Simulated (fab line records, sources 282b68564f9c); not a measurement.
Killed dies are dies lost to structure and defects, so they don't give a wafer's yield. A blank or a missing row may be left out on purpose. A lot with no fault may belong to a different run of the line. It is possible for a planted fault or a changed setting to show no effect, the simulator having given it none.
fab line records | flow rit_cmos
record lots=6 | wafers=18 | last_day=8
route steps=202 shown NRETRO@53 PRETRO@64 M1@202
lots that met no fault: taken from a fault-free run of the same line
start_h: hours from the record's opening day to when the first of the lot's shown wafers began | wait_h: how many hours have passed since the lot's step before this one | " as in the row above | L1.1+2: a row that stands for several wafers | - no value, or no start was given | * or withheld: withheld | < > ~ a bound
route shown NAME@n: names a module that has steps shown in the file, with the first one's number in the route | usual: mean and standard deviation over wafers with no fault | same: alike in all rows | chamber/n: place in a boat | sites: each site's reading | _std_site: how widely they spread, as a standard deviation | _edge_site: the outer-site mean with the inner-site mean subtracted | radius_mm: for every site, how far away it sits from the centre of the wafer | mask NAME#n: copy n | behind: the most recent tool/chamber to have shaped the wafer | hold: reason for holding the lot/hours on hold/outcome of the hold | device: transistor that didn't switch, given as n, p or np | end of line: the same wafers' tests at the end of the route | a step given without rows: its recipe and nothing more | killed: count of dies lost to structure and defects at first sort (not the wafer's yield) | map: per-die view of a wafer (x killed, . not killed, _ where there is no die)
set.NAME: the setting that was run; set.NAME@STEP: the one run at that earlier step | model.NAME: the simulator's own value behind a step, which no gauge read
lots at selected steps of the route; one table per step, one row per wafer
services: the hour from which a tool's chamber was out of use, counted from the record's first day as start_h (under 0 if before that day), plus the number of hours and why
## steps
# step RIT_NRETRO_HMDS_00
# recipe prime_time_s=60 | prime_temp_c=140
# step RIT_NRETRO_COAT_01
# recipe resist=NOVOLAK | spin_rpm=2000 | resist_thk_nm=1300
# step RIT_NRETRO_SOFTBAKE_02
# recipe resist=NOVOLAK | temp_c=90 | time_s=60
# step RIT_NRETRO_EXPOSE_03
# recipe mask_id=M4 | na=0.57 | target_cd_nm=43900 | dose_mj=250
# step RIT_NRETRO_PEB_04
# recipe resist=NOVOLAK | temp_c=withheld | time_s=withheld
# step RIT_NRETRO_DEVELOP_05
# recipe resist=NOVOLAK | develop_time_s=68 | dev_temp_c=23
# step RIT_NRETRO_OVL_MEAS_06
# usual NRETRO_OVL=1.5/1.3
lot.wafer | tool       | chamber | start_h | wait_h | NRETRO_OVL[nm]
L885.1    | overlay-02 | -       | 49.91   | -      | 2.1
L885.2    | "          | -       | "       | "      | 4.6
L885.5    | "          | -       | "       | "      | 2.3
L889.2    | overlay-02 | -       | 69.62   | -      | 2.0
L889.4    | "          | -       | "       | "      | 1.7
L889.6    | "          | -       | "       | "      | 4.0
L890.1    | overlay-02 | -       | 74.60   | -      | 2.0
L890.3    | "          | -       | "       | "      | 1.0
L890.6    | "          | -       | "       | "      | 3.4
L894.2    | overlay-01 | -       | 99.97   | -      | 1.1
L894.4    | "          | -       | "       | "      | 1.6
L894.6    | "          | -       | "       | "      | 0.8
L902.2    | overlay-02 | -       | 141.36  | -      | 1.5
L902.3    | "          | -       | "       | "      | 0.1
L902.4    | "          | -       | "       | "      | -0.8
L904.4    | overlay-01 | -       | 146.51  | -      | 1.7
L904.5    | "          | -       | "       | "      | 0.5
L904.6    | "          | -       | "       | "      | 2.4
# step RIT_NRETRO_HARDBAKE_07
# recipe resist=NOVOLAK | temp_c=140 | time_s=120
# step RIT_NRETRO_IMPLANT_08
# recipe species=P | energy_kev=70 | dose_cm2=1.02e+13 | tilt_deg=7
# step RIT_NRETRO_STRIP_09
# recipe chemistry=O2 | time_s=180 | resist=NOVOLAK | platen_temp_c=withheld | power_w=500 | pressure_mtorr=4000 | o2_flow_sccm=4000
# usual drypump_motor_current_A=6.0/0.61 | o2_flow_sccm=3999/11
lot.wafer | tool            | chamber | start_h | wait_h | drypump_motor_current_A | o2_flow_sccm | rf_hours_counter_h
L885.1    | plasma_asher-03 | 1       | 50.35   | 0.1    | 5.5                     | 4001         | 39
L885.2    | "               | 0       | "       | "      | 5.9                     | 3995         | 39
L885.5    | "               | 1       | "       | "      | 5.4                     | 3998         | -
L889.2    | plasma_asher-03 | 1       | 70.05   | 0.1    | 5.5                     | 3997         | 41
L889.4    | "               | 0       | "       | "      | 5.9                     | 4008         | -
L889.6    | "               | 0       | "       | "      | 5.9                     | 4014         | -
L890.1    | plasma_asher-02 | 0       | 75.04   | 0.1    | 6.5                     | 4003         | 43
L890.3    | "               | 1       | "       | "      | 6.8                     | 3991         | -
L890.6    | "               | 0       | "       | "      | 6.5                     | 3996         | -
L894.2    | plasma_asher-04 | 1       | 100.45  | 0.1    | 5.0                     | 3989         | 44
L894.4    | "               | 0       | "       | "      | 6.6                     | 3989         | -
L894.6    | "               | 0       | "       | "      | 6.6                     | 3984         | -
L902.2    | plasma_asher-04 | 1       | 141.79  | 0.1    | 5.0                     | 4011         | 48
L902.3    | "               | 1       | "       | "      | 5.0                     | 4005         | -
L902.4    | "               | 0       | "       | "      | 6.6                     | 4013         | -
L904.4    | plasma_asher-02 | 0       | 146.99  | 0.1    | 6.5                     | 3987         | -
L904.5    | "               | 1       | "       | "      | 6.7                     | 3988         | -
L904.6    | "               | 0       | "       | "      | 6.6                     | 4021         | -
# step RIT_NRETRO_TW_MEAS_10
# usual NRETRO_TW=1065/5.6
lot.wafer | tool          | chamber | start_h | wait_h | NRETRO_TW
L885.1    | film_metro-04 | -       | 50.52   | 0.1    | 1063
L885.2    | "             | -       | "       | "      | 1070
L885.5    | "             | -       | "       | "      | 1068
L889.2    | film_metro-01 | -       | 70.24   | 0.1    | 1063
L889.4    | "             | -       | "       | "      | 1063
L889.6    | "             | -       | "       | "      | 1059
L890.1    | film_metro-04 | -       | 75.21   | 0.1    | 1071
L890.3    | "             | -       | "       | "      | 1074
L890.6    | "             | -       | "       | "      | 1077
L894.2    | film_metro-02 | -       | 100.63  | 0.1    | 1056
L894.4    | "             | -       | "       | "      | 1058
L894.6    | "             | -       | "       | "      | 1060
L902.2    | film_metro-01 | -       | 141.98  | 0.1    | 1067
L902.3    | "             | -       | "       | "      | 1059
L902.4    | "             | -       | "       | "      | 1071
L904.4    | film_metro-01 | -       | 147.14  | 0.1    | 1066
L904.5    | "             | -       | "       | "      | 1074
L904.6    | "             | -       | "       | "      | 1068
# step RIT_PRETRO_HMDS_00
# recipe prime_time_s=60 | prime_temp_c=140
# step RIT_PRETRO_COAT_01
# recipe resist=NOVOLAK | spin_rpm=2000 | resist_thk_nm=1300
# usual resist_line_temp_C=23.01/0.12
lot.wafer | tool           | chamber | start_h | wait_h | resist_line_temp_C | model.NOVOLAK_of_PRETRO_COAT_01.thk_nm
L885.1    | litho_track-01 | 0       | 50.82   | 0.1    | 23.04              | 1303
L885.2    | "              | 0       | "       | "      | 22.82              | 1299
L885.5    | "              | 0       | "       | "      | 22.96              | 1302
L889.2    | litho_track-01 | 0       | 70.46   | 0.1    | 23.23              | 1305
L889.4    | "              | 0       | "       | "      | 23.09              | 1300
L889.6    | "              | 0       | "       | "      | 23.25              | 1301
L890.1    | litho_track-04 | 0       | 75.42   | 0.1    | 23.01              | 1302
L890.3    | "              | 0       | "       | "      | 22.92              | 1298
L890.6    | "              | 0       | "       | "      | 23.14              | 1299
L894.2    | litho_track-02 | 0       | 100.86  | 0.1    | 23.13              | 1303
L894.4    | "              | 0       | "       | "      | 23.11              | 1298
L894.6    | "              | 0       | "       | "      | 23.19              | 1301
L902.2    | litho_track-02 | 0       | 142.31  | 0.1    | 23.00              | 1320
L902.3    | "              | 0       | "       | "      | 23.16              | 1318
L902.4    | "              | 0       | "       | "      | 23.12              | 1318
L904.4    | litho_track-02 | 0       | 147.64  | 0.1    | 22.98              | 1324
L904.5    | "              | 0       | "       | "      | 22.97              | 1326
L904.6    | "              | 0       | "       | "      | 22.91              | 1324
# step RIT_PRETRO_SOFTBAKE_02
# recipe resist=NOVOLAK | temp_c=90 | time_s=60.96
# usual plate_sensor_t_centre_C=90.969/0.0097 | plate_sensor_t_edge_C=91.021/0.01 | resist_line_temp_C=22.97/0.11
lot.wafer | tool           | chamber | start_h | wait_h | plate_sensor_t_centre_C | plate_sensor_t_edge_C | resist_line_temp_C
L885.1    | litho_track-01 | 0       | 50.97   | 0.1    | 90.975                  | 91.032                | 23.08
L885.2    | "              | 0       | "       | "      | 90.985                  | 91.014                | 23.02
L885.5    | "              | 0       | "       | "      | 90.978                  | 91.035                | 22.87
L889.2    | litho_track-01 | 0       | 70.61   | 0.1    | 90.956                  | 91.023                | 22.99
L889.4    | "              | 0       | "       | "      | 90.980                  | 91.009                | 23.10
L889.6    | "              | 0       | "       | "      | 90.975                  | 91.017                | 23.07
L890.1    | litho_track-04 | 0       | 75.57   | 0.1    | 90.970                  | 91.026                | 22.86
L890.3    | "              | 0       | "       | "      | 90.983                  | 91.018                | 22.95
L890.6    | "              | 0       | "       | "      | 90.973                  | 91.030                | 22.95
L894.2    | litho_track-02 | 0       | 101.01  | 0.1    | 90.980                  | 91.006                | 23.07
L894.4    | "              | 0       | "       | "      | 90.965                  | 91.011                | 23.05
L894.6    | "              | 0       | "       | "      | 90.961                  | 91.039                | 23.04
L902.2    | litho_track-02 | 0       | 142.46  | 0.1    | 90.978                  | 91.030                | 22.99
L902.3    | "              | 0       | "       | "      | 90.970                  | 91.023                | 23.15
L902.4    | "              | 0       | "       | "      | 90.959                  | 90.999                | 23.05
L904.4    | litho_track-02 | 0       | 147.79  | 0.1    | 90.967                  | 90.999                | 23.02
L904.5    | "              | 0       | "       | "      | 90.973                  | 91.025                | 23.09
L904.6    | "              | 0       | "       | "      | 90.970                  | 91.020                | 23.02
# step RIT_PRETRO_EXPOSE_03
# recipe mask_id=M5 | na=0.57 | target_cd_nm=43700 | dose_mj=250
# step RIT_PRETRO_PEB_04
# recipe resist=NOVOLAK | temp_c=withheld | time_s=withheld
# step RIT_PRETRO_DEVELOP_05
# recipe resist=NOVOLAK | develop_time_s=68 | dev_temp_c=23
# step RIT_PRETRO_OVL_MEAS_06
# usual PRETRO_OVL=-0.6/1.6
lot.wafer | tool       | chamber | start_h | wait_h | PRETRO_OVL[nm]
L885.1    | overlay-02 | -       | 51.81   | -      | 1.1
L885.2    | "          | -       | "       | "      | 1.1
L885.5    | "          | -       | "       | "      | 1.5
L889.2    | overlay-02 | -       | 71.30   | -      | -2.1
L889.4    | "          | -       | "       | "      | -1.3
L889.6    | "          | -       | "       | "      | -1.6
L890.1    | overlay-01 | -       | 76.15   | -      | -1.7
L890.3    | "          | -       | "       | "      | -4.5
L890.6    | "          | -       | "       | "      | -3.1
L894.2    | overlay-02 | -       | 101.69  | -      | -1.0
L894.4    | "          | -       | "       | "      | 0.3
L894.6    | "          | -       | "       | "      | 0.2
L902.2    | overlay-01 | -       | 143.15  | -      | -0.8
L902.3    | "          | -       | "       | "      | -0.2
L902.4    | "          | -       | "       | "      | -1.7
L904.4    | overlay-02 | -       | 148.31  | -      | 2.5
L904.5    | "          | -       | "       | "      | 1.0
L904.6    | "          | -       | "       | "      | 1.0
# step RIT_PRETRO_HARDBAKE_07
# recipe resist=NOVOLAK | temp_c=140 | time_s=120
# usual plate_temp_C=139.99/0.13 | resist_line_temp_C=22.99/0.11
lot.wafer | tool           | chamber | start_h | wait_h | plate_temp_C | resist_line_temp_C | model.NOVOLAK_of_PRETRO_COAT_01.thk_nm
L885.1    | litho_track-04 | 0       | 51.85   | 0.0    | 140.12       | 22.86              | 1139
L885.2    | "              | 0       | "       | "      | 140.07       | 22.87              | 1136
L885.5    | "              | 0       | "       | "      | 139.95       | 23.02              | 1138
L889.2    | litho_track-01 | 0       | 71.37   | 0.1    | 140.09       | 23.00              | 1141
L889.4    | "              | 0       | "       | "      | 139.96       | 22.95              | 1137
L889.6    | "              | 0       | "       | "      | 140.06       | 22.95              | 1138
L890.1    | litho_track-04 | 0       | 76.19   | 0.0    | 139.95       | 23.02              | 1139
L890.3    | "              | 0       | "       | "      | 139.98       | 22.95              | 1136
L890.6    | "              | 0       | "       | "      | 139.87       | 22.96              | 1136
L894.2    | litho_track-02 | 0       | 101.76  | 0.1    | 140.01       | 22.91              | 1139
L894.4    | "              | 0       | "       | "      | 139.90       | 22.92              | 1135
L894.6    | "              | 0       | "       | "      | 140.06       | 23.04              | 1138
L902.2    | litho_track-02 | 0       | 143.22  | 0.1    | 140.06       | 23.05              | 1154
L902.3    | "              | 0       | "       | "      | 139.86       | 22.97              | 1152
L902.4    | "              | 0       | "       | "      | 140.04       | 23.07              | 1152
L904.4    | litho_track-02 | 0       | 148.61  | 0.3    | 139.76       | 23.06              | 1158
L904.5    | "              | 0       | "       | "      | 140.05       | 23.10              | 1159
L904.6    | "              | 0       | "       | "      | 139.65       | 23.07              | 1157
# step RIT_PRETRO_IMPLANT_08
# recipe species=B | energy_kev=45 | dose_cm2=1.2e+13 | tilt_deg=7
# step RIT_M1_PROBE_99
# usual killed_at_contacts=0.1/0.28 | killed_at_front_end=7.1/2.8 | killed_dies=7.1/2.9 | killed_open=3.4/2 | killed_short=3.6/2.1
# same gross_dies=264 | killed_at_M0_to_M3=0 | killed_at_M4_up=0 | killed_at_back_side=0 | killed_at_other=0
lot.wafer | tool      | chamber | start_h | wait_h | killed_at_contacts | killed_at_front_end | killed_dies | killed_open | killed_short
L885.1    | prober-01 | -       | 80.23   | 0.1    | 0                  | 7                   | 7           | 4           | 2
L885.2    | prober-01 | -       | 80.28   | 0.1    | 0                  | 11                  | 11          | 2           | 9
L885.5    | prober-01 | -       | 80.43   | 0.2    | 0                  | 4                   | 4           | 2           | 2
L889.2    | prober-01 | -       | 107.22  | 0.1    | 0                  | 6                   | 6           | 3           | 3
L889.4    | prober-01 | -       | 107.32  | 0.2    | 0                  | 8                   | 8           | 3           | 5
L889.6    | prober-01 | -       | 107.42  | 0.2    | 0                  | 5                   | 5           | 4           | 1
# killed by level:class
L885.1 SPACER:geometric_particle:open=3 FOX1:geometric_particle:short=1 FOX2:geometric_particle:open=1 FOX2:geometric_particle:short=1 GATE:coat_microbubble_printed=1
L885.2 FOX1:geometric_particle:short=4 GATE:geometric_particle:short=3 SPACER:geometric_particle:short=2 GATE:geometric_particle:open=1 SPACER:geometric_particle:open=1
L885.5 FOX1:geometric_particle:open=1 FOX2:geometric_particle:short=1 GATE:geometric_particle:short=1 GATE:geometric_particle:open=1
L889.2 GATE:geometric_particle:open=2 FOX1:geometric_particle:open=1 GATE:geometric_particle:short=1 REOX:geometric_particle:short=1 SPACER:geometric_particle:short=1
L889.4 GATE:geometric_particle:short=2 FOX1:geometric_particle:open=1 FOX1:geometric_particle:short=1 FOX2:geometric_particle:open=1 GATE:geometric_particle:open=1 SPACER:geometric_particle:short=1 SILICIDE:geometric_particle:short=1
L889.6 SPACER:geometric_particle:open=2 FOX1:geometric_particle:open=1 GATE:geometric_particle:open=1 SPACER:geometric_particle:short=1
## services
tool            | chamber | start_h | hours | kind
plasma_asher-04 | -       | 26.60   | 9.4   | pm
plasma_asher-03 | -       | 67.92   | 1.6   | repair
plasma_asher-03 | -       | 108.75  | 9.0   | pm
plasma_asher-03 | 0       | 108.75  | 9.0   | vent_cycle
plasma_asher-03 | 1       | 108.75  | 9.0   | vent_cycle
plasma_asher-03 | 0       | 117.75  | -     | clean
plasma_asher-03 | 1       | 117.75  | -     | clean
plasma_asher-04 | -       | 125.04  | 1.7   | repair
plasma_asher-02 | -       | 126.86  | 2.8   | pm
## key
first_sign none at tools or gauges
model_effect step=RIT_PRETRO_COAT_01 | value=NOVOLAK_of_PRETRO_COAT_01.thk_nm | without=1303 | struck=1322
model_effect step=RIT_PRETRO_HARDBAKE_07 | value=NOVOLAK_of_PRETRO_COAT_01.thk_nm | without=1139 | struck=1155
met_at RIT_PRETRO_COAT_01
struck_wafers L902.2,L902.3,L902.4,L904.4,L904.5,L904.6
tester_left_out L902,L904
onset_between 100.86 142.31
also_fits time
fault kind=process_parameter_drift | tool=litho_track-02 | chamber=- | onset_h=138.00 | steps=RIT_PRETRO_COAT_01 | channel=resist_thk_nm | offset=18.731 | shape=step | end_h=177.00 | acts_in=these_recipes_only | stated=1300
# tester_left_out: of these lots the tester's yield and bins aren't shown, on N5 and GAA mostly nor the transistor test; their killed dies are dies lost to structure and defects alone, not to doping, threshold or leakage, so they don't give the yield
